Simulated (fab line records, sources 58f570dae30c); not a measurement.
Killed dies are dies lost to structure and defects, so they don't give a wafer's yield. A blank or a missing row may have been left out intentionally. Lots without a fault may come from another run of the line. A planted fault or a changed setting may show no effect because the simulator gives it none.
Problem report in the 8D (eight disciplines) form, filled by code || flow berkeley_cmos170 || the parts of the form that need people (team, actions taken, sign-off) are left out

== 1. THE PROBLEM ==
ACTIVE_NITRIDE_THK at UCB170_ACTIVE_THK_MEAS_06 reads a mean of 273.0 nm on 3 wafers of 1 lot; wafers without a fault read 220.0 nm with a standard deviation of 2.3. Measured from the usual mean, that is +23 standard deviations.
The first sign was on wafer L307.2 at day 9 15:35, on film_metro-02. The record holds 39 wafers of 13 lots with a number at this step. By rule, "out" or "out of limits" means more than 4 standard deviations away from the usual mean. All remaining wafers that have a number are taken as sound.

== 2. WHAT IT IS; WHAT IT IS NOT ==
{"question": "which readings at this step", "is": "ACTIVE_NITRIDE_THK", "is not": "-"}
{"question": "which lots", "is": "L307", "is not": "L285, L286, L288, L289, L291, L295, L296, L298, L299, L300, L302, L308"}
{"question": "which wafers of those lots", "is": "all that have a number", "is not": "-"}
{"question": "read on which gauges", "is": "film_metro-02", "is not": "film_metro-03, film_metro-04"}
{"question": "when", "is": "from day 9 15:35", "is not": "up to then (36 sound wafers)"}

== 3. SUSPECTS, AND WHAT RULES EACH OUT ==
Counting: any tool at a process step up to the reading is kept as a suspect provided that every lot that is out went through it and no sound lot did after the first of them.
- the gauge at UCB170_ACTIVE_THK_MEAS_06: kept. All the wafers that are out were read on film_metro-02, and no step on other tools shows them out.
- litho_track-04 at UCB170_ZERO_SOFTBAKE_02 (time 61.38 s): kept. It ran the lot that is out, L307 (day 6 09:52), and no sound lot after that; its last sound lot up to then is L299 (day 4 19:42).
- plasma_asher-03 at UCB170_ZERO_STRIP_07 (strips in O2): kept. It ran the lot that is out, L307 (day 6 12:13), and no sound lot after that; its last sound lot up to then is L300 (day 5 01:41).
- lpcvd-01 at UCB170_ACTIVE_CVD_05 (deposits Si3N4 from SiH2Cl2/NH3, target thk 220 nm, time 3300 s): kept. It ran the lot that is out, L307 (day 9 12:37), and no sound lot after that; its last sound lot up to then is L308 (day 9 12:37).
Left after counting: litho_track-04 at UCB170_ZERO_SOFTBAKE_02, plasma_asher-03 at UCB170_ZERO_STRIP_07, lpcvd-01 at UCB170_ACTIVE_CVD_05, film_metro-02 at UCB170_ACTIVE_THK_MEAS_06.

== 4. THE CAUSE (what the simulator had put in) ==
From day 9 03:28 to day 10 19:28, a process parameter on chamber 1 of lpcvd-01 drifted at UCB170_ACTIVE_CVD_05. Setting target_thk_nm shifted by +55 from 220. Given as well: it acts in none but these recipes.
After counting, 4 suspects remain, this tool included.

== 5. THE EFFECT CHAIN, in route order ==
Rows list readings where the struck wafers' mean (over those with a number) sits beyond 3 standard deviations from the usual. Scope: only readings with a usual standard deviation given in the record; hours: median across lots of the time from each lot's start at the first step in this table that gives one to its start at this step; sigmas: change in usual standard deviations.
{"hours": 0, "step": "UCB170_ACTIVE_THK_MEAS_06", "reading": "ACTIVE_NITRIDE_THK", "usual": "220.0 nm", "on struck wafers": 273.0, "change": "+53.0", "sigmas": "+23"}
{"hours": 2, "step": "UCB170_ACTIVE_ETCH_15", "reading": "oes_product_au", "usual": "0.948 a.u.", "on struck wafers": 1.016, "change": "+0.068", "sigmas": "+3.8"}
Process steps it contains:
- UCB170_ACTIVE_ETCH_15: etches Si3N4 in CH3F/Ar/O2, stops on SiO2, target depth 242 nm, time 151 s.

== 6. HOW IT WOULD HAVE BEEN CAUGHT EARLIER ==
In this record the first reading out of limits at a measuring or inspecting step was taken at day 9 15:35, 12 hours after the fault began at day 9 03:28.
Tool readings at UCB170_ACTIVE_CVD_05 with a usual standard deviation given in the record: none out on any struck wafer, hence no alarm at a limit of 4 standard deviations on them.
The start of UCB170_ACTIVE_CVD_05 on lpcvd-01 came by day 9 15:35 for every one of the lots that are out (1). A hold on the tool at that time would have spared none of them.
